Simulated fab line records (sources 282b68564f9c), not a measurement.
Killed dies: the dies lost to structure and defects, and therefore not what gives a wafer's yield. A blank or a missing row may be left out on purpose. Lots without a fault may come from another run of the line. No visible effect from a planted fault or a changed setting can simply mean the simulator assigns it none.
A struck lot beside a sound one    flow rit cmos    15 steps out of a route of 202
Sound: these wafers, L895.1, L895.2, L895.3. Struck: wafers L901.2, L901.4, L901.5. The cause is named last.
Per side, at each step with rows, come the tool, then ch with its chambers, and then its first start. Under that, the readings that differ: sound wafers    struck wafers    difference of the means    sigmas: that difference in standard deviations of wafers without a fault.
alike: same words and numbers on both sides, and readings whose means sit less than 2 such deviations apart. not compared: any withheld reading, any reading some wafer has no value for, any bound like >300 that may hide the same value, and any number with overlapping values for which the record gives no deviation.
A row with sigmas, a row that says differs or no value, or rows on one side alone: a step with any of these is where the two part. Numbers that have no deviation but don't overlap get no sigmas and don't part them. Lack of a reading on every wafer of one side parts them only where that side has two or more wafers.

first, 2 steps without rows for these wafers: RIT_PWELL_HARDBAKE_07 (time 120 s); RIT_PWELL_IMPLANT_08.
RIT_PWELL_STRIP_09: strips in O2, time 180 s.
  sound on plasma asher-02 ch 0,1, day 3 20:31; struck on plasma asher-03 ch 0,1, day 5 01:42
  alike: drypump motor current A, o2 flow sccm
  not compared: rf hours counter h
RIT_PWELL_TW_MEAS_10:
  sound: film metro-01 at day 3 20:42; struck: film metro-01 at day 5 01:53
  alike: PWELL_TW
then, 1 step without rows for these wafers: RIT_WELLDRIVE_ANNEAL_00 (time 14700 s).
RIT_WELLDRIVE_RS_MEAS_01: the measuring method here is four-point-probe.
  sound: film metro-01 at day 4 01:50; struck: film metro-04 at day 5 07:02
  alike: NWELL_RS
RIT_WELLDRIVE_RS_MEAS_02: the measuring method here is four-point-probe.
  sound: film metro-01 at day 4 01:58; struck: film metro-04 at day 5 07:10
  alike: PWELL_RS
then, 5 steps without rows for these wafers: RIT_NRETRO_HMDS_00 (prime time 60 s); RIT_NRETRO_COAT_01 (resist thk 1300 nm); RIT_NRETRO_SOFTBAKE_02 (time 60 s); RIT_NRETRO_EXPOSE_03 (exposes mask M4, target cd 43900 nm); RIT_NRETRO_PEB_04.
RIT_NRETRO_DEVELOP_05: develop time 68 s.
  sound on litho track-04 ch 0, day 4 02:00; struck on litho track-04 ch 0, day 5 08:00
reading               sound              struck             difference  sigmas
developer temp C (C)  22.97 22.97 23.04  23.86 23.89 23.91  +0.89       +9
RIT_NRETRO_OVL_MEAS_06:
  sound: overlay-02 at day 4 03:05; struck: overlay-02 at day 5 08:16
reading          sound           struck       difference  sigmas
NRETRO_OVL (nm)  -0.7 -2.0 -1.9  2.3 3.2 1.9  +4.0        +3
RIT_M1_PROBE_99:
  sound: prober-01 at day 5 07:40; struck: prober-01 at day 6 12:15
  alike: killed at contacts, killed at front end, killed dies, killed on rim, killed open, killed short

## WHERE THEY PART
Last at RIT_NRETRO_OVL_MEAS_06 as far as this record goes, first at RIT_NRETRO_DEVELOP_05. Later steps at which nothing parts them and some readings are alike: RIT_M1_PROBE_99.

WHY: what had been put in by the simulator
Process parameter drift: litho track-04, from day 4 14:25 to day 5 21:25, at RIT_NRETRO_DEVELOP_05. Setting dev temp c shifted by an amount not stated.
